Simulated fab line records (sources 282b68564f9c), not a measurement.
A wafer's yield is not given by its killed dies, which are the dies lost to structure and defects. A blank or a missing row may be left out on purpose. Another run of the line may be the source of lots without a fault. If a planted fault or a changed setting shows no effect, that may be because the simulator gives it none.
Struck lot and sound lot, side by side :: flow rit cmos :: 15 steps out of a route of 202
Sound: these wafers, L634.2, L634.5, L634.6. The struck wafers were L652.1, L652.2, L652.6. The cause is given at the end.
Each step with rows lists, per side, the tool, then ch with its chambers, then its first start. Under that, the readings that differ: sound wafers :: struck wafers :: difference of the means :: sigmas: that difference in standard deviations of wafers without a fault.
alike: same words and numbers on both sides, and readings whose means sit less than 2 such deviations apart. not compared: any withheld reading, any reading some wafer has no value for, any bound like >300 that may hide the same value, and any number with overlapping values for which the record gives no deviation.
The two part at a step that has a row with sigmas, a row that says differs or no value, or rows on one side only. Numbers that have no deviation but don't overlap get no sigmas and don't part them. Lack of a reading on every wafer of one side parts them only where that side has two or more wafers.

RIT_FOX2_THK_MEAS_01:
  sound on film metro-03, day 1 18:29; struck on film metro-02, day 5 15:04
reading: FOX2_OXIDE_THK (nm)
sound: 347 354 345
struck: 361 365 365
difference: +15
sigmas: +3
then, 2 steps without rows for these wafers: RIT_FOX2_CLEAN_02 (cleans in dHF, time 180 s); RIT_FOX2_WET_ETCH_03 (etches Si3N4 in H3PO4, target depth 195 nm, time 2700 s).
RIT_FOX2_THK_MEAS_90:
  sound on film metro-04, day 1 19:22; struck on film metro-04, day 5 15:56
reading: FIELD_OXIDE_LEFT_1_THK (nm)
sound: 320 326 318
struck: 334 338 337
difference: +15
sigmas: +2
then, 6 steps without rows for these wafers: RIT_NWELL_HMDS_00 (prime time 60 s); RIT_NWELL_COAT_01 (resist thk 1300 nm); RIT_NWELL_SOFTBAKE_02 (time 57.45 s); RIT_NWELL_EXPOSE_03 (exposes mask M2, target cd 43900 nm); RIT_NWELL_PEB_04; RIT_NWELL_DEVELOP_05 (develop time 68 s).
RIT_NWELL_OVL_MEAS_06:
  sound on overlay-02, day 1 20:19; struck on overlay-01, day 5 17:01
  alike: NWELL_OVL
then, 1 step without rows for these wafers: RIT_NWELL_HARDBAKE_07 (time 120 s).
RIT_NWELL_IMPLANT_08:
  sound on implanter-03 ch 0, day 1 20:37; struck on implanter-04 ch 0, day 5 17:17
reading: beam energy keV
sound: 170.00 169.92 169.99
struck: 178.33 178.25 178.31
difference: +8.33
sigmas: +99 or more

reading: model.implant.rp nm (nm)
sound: 220 220 220
struck: 222.8 222.8 222.8
difference: +2.8
sigmas: 

reading: model.implant.drp nm (nm)
sound: 68.82 68.82 68.82
struck: 71.32 71.32 71.32
difference: +2.50
sigmas: 
  alike: end station pressure torr, faraday current uA
RIT_NWELL_STRIP_09: strips in O2, time 180 s.
  sound on plasma asher-01 ch 0,1, day 1 20:44; struck on plasma asher-03 ch 0,1, day 5 17:26
  alike: drypump motor current A, rf refl power W
  not compared: rf hours counter h
RIT_M1_PROBE_99:
  sound on prober-01, day 3 11:19; struck on prober-02, day 7 06:28
reading: model.etest.field p.vt v (V)
sound: -13.2 -13.09 -13.1
struck: -13.32 -13.43 -13.36
difference: -0.24
sigmas: 
  alike: killed at contacts, killed at front end, killed dies, killed open, killed short
  not compared: model.etest.field p metal.vt v

WHERE THEY PART
Earliest at RIT_FOX2_THK_MEAS_01; latest, in this record, at RIT_NWELL_IMPLANT_08. Later steps at which nothing parts them and some readings are alike: RIT_NWELL_STRIP_09, RIT_M1_PROBE_99.

WHY: the cause the simulator had injected
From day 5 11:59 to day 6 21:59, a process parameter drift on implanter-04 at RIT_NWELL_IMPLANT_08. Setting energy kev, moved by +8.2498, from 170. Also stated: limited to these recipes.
